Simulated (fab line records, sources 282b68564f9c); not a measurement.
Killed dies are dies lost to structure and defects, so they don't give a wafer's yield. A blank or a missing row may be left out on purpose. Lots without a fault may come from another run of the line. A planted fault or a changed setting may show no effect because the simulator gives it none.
fab line records | flow rit_cmos
record lots=5 wafers=15 last_day=7
route steps=202 shown CONTACT@178 M1@184
lots that met no fault: from a run of the same line without faults
start_h: hours from the record's first day to the start of the lot's first wafer shown | wait_h: hours since the lot's step before | " the same as in the row above | L1.1+2: a row that stands for several wafers | - no value, or no start given | * or withheld: withheld | < > ~ a bound
route shown NAME@n: a module of which the file shows steps, and the number in the route of the first | usual: mean/standard deviation of fault-free wafers | same: alike in all rows | chamber/n: place in a boat | sites: the reading at each site | _std_site: their standard deviation | _edge_site: outer sites' mean less inner sites' | radius_mm: how far each site lies from the wafer's centre | mask NAME#n: copy n | behind: the tool/chamber that last shaped the wafer | hold: why the lot was held/for how many hours/how that ended | device: the transistor (n, p or np) that didn't switch | end of line: the same wafers' tests at the end of the route | a step without rows: its recipe alone | killed: dies lost to structure and defects at the first sort, not the wafer's yield | map: a wafer's dies, x killed, . not, _ none there
set.NAME: the setting as run; set.NAME@STEP: as run at that earlier step | model.NAME: the simulator's own value behind a step, which no gauge read
lots at some steps of the route; a table a step, a row a wafer
services: from which hour (start_h, from the record's first day; less than 0 if before it) a tool's chamber was out of use, for how many hours, and why
## steps
# step RIT_CONTACT_HARDBAKE_10
# recipe resist=NOVOLAK temp_c=140 time_s=60
# step RIT_CONTACT_ETCH_11
# recipe target_depth_a=4800 over_etch_frac=0.2 stop_on=TiSi2 chemistry=CHF3/CF4/Ar target=SiO2 CHF3_flow_sccm=50 cf4_flow_sccm=10 Ar_flow_sccm=100 O2_flow_sccm=5 pressure_mtorr=100 rf_w=200 time_s=320
# usual drypump_motor_current_A=5.9/0.42 oes_product_au=0.995/0.015 throttle_valve_pct=8.92/0.15
# columns lot.wafer tool chamber start_h wait_h drypump_motor_current_A oes_product_au rf_hours_counter_h throttle_valve_pct
L627.3 rie_diel-03 1 77.19 0.1 5.7 1.010 93 8.73
L627.5 " 1 " " 5.7 1.007 - 8.74
L627.6 " 3 " " 6.0 1.009 - 8.97
L630.1 rie_diel-01 1 92.55 0.1 6.6 0.973 115 8.79
L630.2 " 3 " " 6.2 0.995 23 9.05
L630.6 " 2 " " 5.5 0.995 - 8.87
L639.1 rie_diel-03 1 136.81 0.1 5.7 1.004 95 8.77
L639.4 " 2 " " 6.4 0.999 105 9.04
L639.6 " 2 " " 6.4 0.998 - 9.03
L641.2 rie_diel-04 3 148.26 0.1 5.9 0.952 139 8.82
L641.3 " 2 " " 5.6 0.988 43 8.60
L641.5 " 3 " " 5.9 0.966 - 8.81
L643.2 rie_diel-03 1 158.44 0.1 5.7 1.005 95 8.75
L643.3 " 2 " " 6.4 0.998 106 9.02
L643.4 " 3 " " 6.0 1.001 10 9.00
# step RIT_CONTACT_STRIP_12
# recipe chemistry=O2 time_s=180 resist=NOVOLAK platen_temp_c=withheld power_w=500 pressure_mtorr=4000 o2_flow_sccm=4000
# usual drypump_motor_current_A=5.4/0.5 o2_flow_sccm=4000/12
# columns lot.wafer tool chamber start_h wait_h drypump_motor_current_A o2_flow_sccm rf_hours_counter_h
L627.3 plasma_asher-04 1 77.45 0.2 5.3 4012 -
L627.5 " 0 " " 5.9 4004 -
L627.6 " 1 " " 5.4 4002 -
L630.1 plasma_asher-02 1 92.75 0.1 4.7 4001 30
L630.2 " 0 " " 5.7 4017 30
L630.6 " 1 " " 4.8 3976 -
L639.1 plasma_asher-03 0 137.06 0.2 4.7 4010 49
L639.4 " 0 " " 4.7 4020 -
L639.6 " 0 " " 4.7 4006 -
L641.2 plasma_asher-02 0 148.45 0.1 5.7 4011 36
L641.3 " 0 " " 5.7 4005 -
L641.5 " 0 " " 5.7 3994 -
L643.2 plasma_asher-04 1 158.63 0.1 5.3 4007 5
L643.3 " 1 " " 5.4 4010 -
L643.4 " 0 " " 5.9 4006 -
# step RIT_CONTACT_CD_MEAS_90
# recipe target_cd_nm=1000
# usual cd_nm=999.7/2.7
# columns lot.wafer tool chamber start_h wait_h cd_nm
L627.3 cd_sem-02 - 77.60 0.1 999.4
L627.5 " - " " 999.6
L627.6 " - " " 1001.8
L630.1 cd_sem-02 - 92.92 0.1 1003.4
L630.2 " - " " 1004.2
L630.6 " - " " 1003.5
L639.1 cd_sem-02 - 137.24 0.1 1000.5
L639.4 " - " " 997.6
L639.6 " - " " 998.8
L641.2 cd_sem-02 - 148.65 0.1 1001.1
L641.3 " - " " 1004.6
L641.5 " - " " 1002.7
L643.2 cd_sem-01 - 158.82 0.1 999.5
L643.3 " - " " 999.5
L643.4 " - " " 1001.5
# step RIT_CONTACT_CLEAN_13
# recipe chemistry=SC1 mix=3:3:50 time_s=600 temp_c=75
# step RIT_CONTACT_CLEAN_14
# recipe chemistry=SC2 mix=3:3:50 time_s=600 temp_c=75 dry=n2_spin
# step RIT_M1_SPUTTER_00
# recipe material=Al target_thk_nm=400 power_w=2000 chamber_pressure_pa=0.4 gas=Ar time_s=500 substrate_temp_c=25
# usual throttle_valve_pct=29.9/0.93
# columns lot.wafer tool chamber start_h wait_h throttle_valve_pct
L627.3 pvd_sputter-01 - 78.05 0.0 29.1
L627.5 " - " " 29.4
L627.6 " - " " 31.0
L630.1 pvd_sputter-03 - 93.39 0.0 29.9
L630.2 " - " " 31.2
L630.6 " - " " 29.7
L639.1 pvd_sputter-04 - 137.71 0.0 29.7
L639.4 " - " " 30.1
L639.6 " - " " 29.0
L641.2 pvd_sputter-04 - 149.12 0.0 29.5
L641.3 " - " " 29.9
L641.5 " - " " 28.9
L643.2 pvd_sputter-04 - 159.60 0.0 29.0
L643.3 " - " " 29.5
L643.4 " - " " 30.6
# step RIT_M1_RS_MEAS_01
# recipe thk_meas_gauge=four-point-probe reads=Al_of_M1_SPUTTER_00
# usual M1_AL_RS=0.0732/0.00078
# columns lot.wafer tool chamber start_h wait_h M1_AL_RS[ohm/sq]
L627.3 film_metro-02 - 78.38 0.2 0.0735
L627.5 " - " " 0.0738
L627.6 " - " " 0.0744
L630.1 film_metro-01 - 93.69 0.1 0.0727
L630.2 " - " " 0.0727
L630.6 " - " " 0.0731
L639.1 film_metro-04 - 138.00 0.1 0.0729
L639.4 " - " " 0.0729
L639.6 " - " " 0.0733
L641.2 film_metro-01 - 149.43 0.2 0.0728
L641.3 " - " " 0.0722
L641.5 " - " " 0.0723
L643.2 film_metro-04 - 159.91 0.2 0.0735
L643.3 " - " " 0.0725
L643.4 " - " " 0.0725
# step RIT_M1_THK_MEAS_02
# recipe thk_meas_gauge=xrf reads=Al_of_M1_SPUTTER_00
# usual M1_AL_THK=402/5
# columns lot.wafer tool chamber start_h wait_h M1_AL_THK[nm]
L627.3 film_metro-02 - 78.48 0.1 398
L627.5 " - " " 396
L627.6 " - " " 393
L630.1 film_metro-01 - 93.81 0.1 406
L630.2 " - " " 406
L630.6 " - " " 402
L639.1 film_metro-04 - 138.12 0.1 405
L639.4 " - " " 404
L639.6 " - " " 402
L641.2 film_metro-01 - 149.54 0.1 407
L641.3 " - " " 410
L641.5 " - " " 408
L643.2 film_metro-04 - 160.02 0.1 403
L643.3 " - " " 405
L643.4 " - " " 409
# step RIT_M1_HMDS_03
# recipe prime_time_s=60 prime_temp_c=140
# step RIT_M1_COAT_04
# recipe resist=NOVOLAK spin_rpm=2000 resist_thk_nm=1300
# step RIT_M1_SOFTBAKE_05
# recipe resist=NOVOLAK temp_c=90 time_s=60
# step RIT_M1_EXPOSE_06
# recipe mask_id=M12 na=0.6 source_shape=conventional sigma_outer=0.5 target_cd_nm=2600 dose_mj=250
# usual reticle_temp_C=22.99/0.1
# columns lot.wafer tool chamber start_h wait_h mask reticle_temp_C
L627.3 iline_stepper-01 0 79.14 0.2 M12#0 22.96
L627.5 " 0 " " M12#0 22.92
L627.6 " 0 " " M12#0 22.92
L630.1 iline_stepper-02 0 94.32 0.1 M12_R1#0 23.01
L630.2 " 0 " " M12_R1#0 23.02
L630.6 " 0 " " M12_R1#0 22.82
L639.1 iline_stepper-02 0 138.88 0.2 M12#0 23.06
L639.4 " 0 " " M12#0 23.05
L639.6 " 0 " " M12#0 22.88
L641.2 iline_stepper-02 0 150.06 0.1 M12#0 22.92
L641.3 " 0 " " M12#0 23.03
L641.5 " 0 " " M12#0 22.98
L643.2 iline_stepper-02 0 160.78 0.2 M12#0 22.99
L643.3 " 0 " " M12#0 22.86
L643.4 " 0 " " M12#0 22.88
# step RIT_M1_PEB_07
# recipe resist=NOVOLAK temp_c=withheld time_s=withheld
# step RIT_M1_DEVELOP_08
# recipe resist=NOVOLAK develop_time_s=68 dev_temp_c=23
# step RIT_M1_CD_MEAS_09
# recipe target_cd_nm=2600
# usual cd_nm=2599.2/2.5
# columns lot.wafer tool chamber start_h wait_h cd_nm
L627.3 cd_sem-02 - 79.57 - 2604.9
L627.5 " - " " 2602.6
L627.6 " - " " 2604.3
L630.1 cd_sem-02 - 94.75 - 2749.3
L630.2 " - " " 2747.1
L630.6 " - " " 2750.4
L639.1 cd_sem-01 - 139.31 - 2596.4
L639.4 " - " " 2597.2
L639.6 " - " " 2597.9
L641.2 cd_sem-01 - 150.49 - 2603.6
L641.3 " - " " 2600.2
L641.5 " - " " 2602.0
L643.2 cd_sem-02 - 161.21 - 2605.2
L643.3 " - " " 2603.3
L643.4 " - " " 2605.3
# step RIT_M1_OVL_MEAS_10
# usual M1_OVL=0.0/1.5
# columns lot.wafer tool chamber start_h wait_h M1_OVL[nm]
L627.3 overlay-01 - 79.66 0.1 1.8
L627.5 " - " " 0.8
L627.6 " - " " 1.0
L630.1 overlay-01 - 94.87 0.1 -0.9
L630.2 " - " " -1.0
L630.6 " - " " -0.6
L639.1 overlay-02 - 139.43 0.1 1.1
L639.4 " - " " 0.4
L639.6 " - " " 0.9
L641.2 overlay-02 - 150.60 0.1 -2.1
L641.3 " - " " -1.5
L641.5 " - " " -0.3
L643.2 overlay-01 - 161.32 0.1 -0.2
L643.3 " - " " -0.3
L643.4 " - " " 0.2
# step RIT_M1_HARDBAKE_11
# recipe resist=NOVOLAK temp_c=140 time_s=120
# step RIT_M1_METAL_ETCH_12
# recipe stop_on=SiO2 chemistry=Cl2/BCl3 target=Al time_s=165 over_etch_frac=0.5 pressure_mtorr=100 target_depth_a=6000 rf_w=250 Cl2_flow_sccm=60 bcl3_flow_sccm=50
# usual bcl3_flow_sccm=50.00/0.16 drypump_motor_current_A=6.0/0.53 oes_product_au=0.774/0.012 throttle_valve_pct=8.33/0.086
# columns lot.wafer tool chamber start_h wait_h bcl3_flow_sccm drypump_motor_current_A oes_product_au rf_hours_counter_h throttle_valve_pct model.M1.cd_nm
L627.3 rie_metal-01 1 79.99 0.2 50.17 5.3 0.795 - 8.40 2605
L627.5 " 0 " " 50.34 6.8 0.761 - 8.33 2601
L627.6 " 1 " " 49.93 5.3 0.793 - 8.38 2604
L630.1 rie_metal-01 0 95.15 0.2 50.15 6.9 0.775 3 8.33 2749
L630.2 " 1 " " 50.11 5.3 0.795 3 8.40 2747
L630.6 " 0 " " 50.06 6.8 0.765 - 8.34 2749
L639.1 rie_metal-02 0 139.72 0.2 49.91 5.5 0.771 2 8.22 2597
L639.4 " 0 " " 50.18 5.5 0.779 - 8.23 2600
L639.6 " 0 " " 49.83 5.6 0.774 - 8.21 2599
L641.2 rie_metal-02 1 150.88 0.2 50.06 6.0 0.766 2 8.45 2603
L641.3 " 1 " " 49.94 6.0 0.765 - 8.45 2600
L641.5 " 1 " " 50.00 6.0 0.767 - 8.45 2603
L643.2 rie_metal-04 0 161.61 0.2 49.77 6.4 0.770 0 8.06 2605
L643.3 " 0 " " 49.75 6.5 0.776 - 8.05 2604
L643.4 " 1 " " 50.08 6.3 0.786 - 8.29 2605
# step RIT_M1_STRIP_13
# recipe chemistry=nmp resist=NOVOLAK temp_c=80 time_s=600 dry=n2_spin
# step RIT_M1_PROBE_99
# usual defect_limited_yield=97.5/1.2 killed_at_front_end=7/3.1 killed_dies=7/3.1 killed_open=3.2/2.1 killed_short=3.4/2 sort_bin_3_pad_short=0.1/0.2 sort_bin_5_function=1.5/0.82 sort_bin_6_memory=0.9/0.63 sort_n_pass=257/3.1 sort_yield_pct=97.5/1.2
# same gross_dies=264 killed_at_M0_to_M3=0 killed_at_M4_up=0 killed_at_back_side=0 killed_at_contacts=0 killed_at_other=0
# columns lot.wafer tool chamber start_h wait_h defect_limited_yield[%] killed_at_front_end killed_dies killed_open killed_short sort_bin_3_pad_short[%] sort_bin_5_function[%] sort_bin_6_memory[%] sort_n_pass sort_yield_pct[%] model.etest.m1.width_nm
L627.3 prober-01 - 84.67 0.2 94.7 14 14 7 7 0.4 3.0 1.9 250 94.7 2603
L627.5 prober-01 - 84.77 0.2 98.1 5 5 2 3 0 1.1 0.8 259 98.1 2604
L627.6 prober-01 - 84.82 0.2 98.5 4 4 4 0 0 1.1 0.4 260 98.5 2602
L630.1 prober-02 - 98.67 0.1 98.9 3 3 1 2 0 0 1.1 261 98.9 2740
L630.2 prober-02 - 98.72 0.1 98.5 4 4 2 2 0 1.5 0 260 98.5 2744
L630.6 prober-02 - 98.92 0.2 97.0 8 8 4 4 0 2.7 0.4 256 97.0 2746
L639.1 prober-02 - 141.97 0.1 98.1 5 5 2 3 0.4 1.1 0.4 259 98.1 2592
L639.4 prober-02 - 142.12 0.2 97.7 6 6 4 2 0 2.3 0 258 97.7 2597
L639.6 prober-02 - 142.22 0.2 96.2 10 10 6 4 0 1.9 1.9 254 96.2 2605
L641.2 prober-02 - 153.52 0.1 96.6 9 9 3 6 0.8 1.1 1.5 255 96.6 2601
L641.3 prober-02 - 153.57 0.2 99.2 2 2 2 0 0 0.4 0.4 262 99.2 2597
L641.5 prober-02 - 153.67 0.2 95.1 13 13 9 4 0.4 3.8 0.8 251 95.1 2603
L643.2 prober-02 - 163.92 0.1 96.2 10 10 7 3 0 2.3 1.5 254 96.2 2606
L643.3 prober-02 - 163.97 0.2 96.6 9 9 4 5 0 1.9 1.5 255 96.6 2604
L643.4 prober-02 - 164.02 0.2 97.0 8 8 3 5 0.4 1.5 1.1 256 97.0 2604
# killed by level:class
L627.3 GATE:geometric_particle:open=4 GATE:geometric_particle:short=2 REOX:geometric_particle:short=2 SPACER:geometric_particle:short=2 FOX1:geometric_particle:short=1 FOX2:geometric_particle:open=1 REOX:geometric_particle:open=1 SILICIDE:geometric_particle:open=1
L627.5 FOX1:geometric_particle:short=2 REOX:geometric_particle:short=1 SPACER:geometric_particle:open=1 SILICIDE:geometric_particle:open=1
L627.6 GATE:geometric_particle:open=3 FOX1:geometric_particle:open=1
L630.1 ACTIVE:geometric_particle:short=1 REOX:geometric_particle:open=1 REOX:geometric_particle:short=1
L630.2 GATE:geometric_particle:short=2 FOX1:geometric_particle:open=1 REOX:geometric_particle:open=1
L630.6 FOX1:geometric_particle:short=2 FOX2:geometric_particle:open=1 FOX2:geometric_particle:short=1 GATE:geometric_particle:open=1 REOX:geometric_particle:short=1 REOX:geometric_particle:open=1 SILICIDE:geometric_particle:open=1
L639.1 GATE:geometric_particle:short=3 SPACER:geometric_particle:open=1 SILICIDE:geometric_particle:open=1
L639.4 GATE:geometric_particle:open=2 REOX:geometric_particle:short=2 FOX1:geometric_particle:open=1 SPACER:geometric_particle:open=1
L639.6 GATE:geometric_particle:open=3 REOX:geometric_particle:short=3 FOX1:geometric_particle:open=1 FOX2:geometric_particle:short=1 FOX2:geometric_particle:open=1 REOX:geometric_particle:open=1
L641.2 GATE:geometric_particle:short=3 GATE:geometric_particle:open=3 REOX:geometric_particle:short=1 SPACER:geometric_particle:short=1 SILICIDE:geometric_particle:short=1
L641.3 GATE:geometric_particle:open=2
L641.5 SPACER:geometric_particle:open=3 FOX1:geometric_particle:short=2 GATE:geometric_particle:open=2 REOX:geometric_particle:open=2 FOX1:geometric_particle:open=1 FOX2:geometric_particle:open=1 GATE:geometric_particle:short=1 REOX:geometric_particle:short=1
L643.2 FOX1:geometric_particle:open=2 GATE:geometric_particle:open=2 SPACER:geometric_particle:open=2 GATE:geometric_particle:short=1 REOX:geometric_particle:short=1 SPACER:geometric_particle:short=1 SILICIDE:geometric_particle:open=1
L643.3 GATE:geometric_particle:open=2 REOX:geometric_particle:short=2 FOX1:geometric_particle:short=1 GATE:geometric_particle:short=1 REOX:geometric_particle:open=1 SILICIDE:geometric_particle:open=1 SILICIDE:geometric_particle:short=1
L643.4 GATE:geometric_particle:short=2 SPACER:geometric_particle:short=2 FOX1:geometric_particle:open=1 GATE:geometric_particle:open=1 REOX:geometric_particle:short=1 SPACER:geometric_particle:open=1
## services
# columns tool chamber start_h hours kind
iline_stepper-02 - 53.69 1.7 pm
rie_diel-03 - 63.17 1.2 repair
rie_diel-03 1 67.11 4.3 repair
rie_diel-03 0 69.56 6.8 repair
rie_diel-03 2 74.67 8.6 repair
rie_diel-03 0 83.14 16.3 repair
rie_metal-02 - 92.71 0.1 repair
rie_metal-04 1 105.00 9.8 repair
plasma_asher-04 - 108.75 9.0 pm
plasma_asher-04 0 108.75 9.0 vent_cycle
plasma_asher-04 1 108.75 9.0 vent_cycle
plasma_asher-02 - 112.24 1.4 repair
plasma_asher-04 0 117.75 - clean
plasma_asher-04 1 117.75 - clean
iline_stepper-02 - 129.54 4.4 pm
rie_metal-04 - 136.12 20.0 pm
rie_metal-04 0 136.12 20.0 vent_cycle
rie_metal-04 1 136.12 20.0 vent_cycle
plasma_asher-02 - 136.57 2.0 repair
rie_metal-01 1 147.42 6.3 repair
iline_stepper-01 - 154.13 0.7 repair
plasma_asher-03 - 154.80 15.6 pm
pvd_sputter-03 - 156.68 4.3 repair
rie_diel-01 3 161.50 1.5 repair
## key
first_sign step=RIT_M1_EXPOSE_06 reading=mask direction=changed
effect step=RIT_M1_CD_MEAS_09 reading=cd_nm direction=up sigmas=59 usual=2599.2 struck=2748.9
model_effect step=RIT_M1_METAL_ETCH_12 value=M1.cd_nm without=2598 struck=2748
model_effect step=RIT_M1_PROBE_99 value=etest.m1.width_nm without=2593 struck=2743
met_at RIT_M1_EXPOSE_06
struck_wafers L630.1,L630.2,L630.6
fault kind=wrong_mask tool=any chamber=- onset_h=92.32 steps=RIT_M1_EXPOSE_06 aux_copy=M12_R1#0 cd_offset_nm=150 scope=struck_lots_only
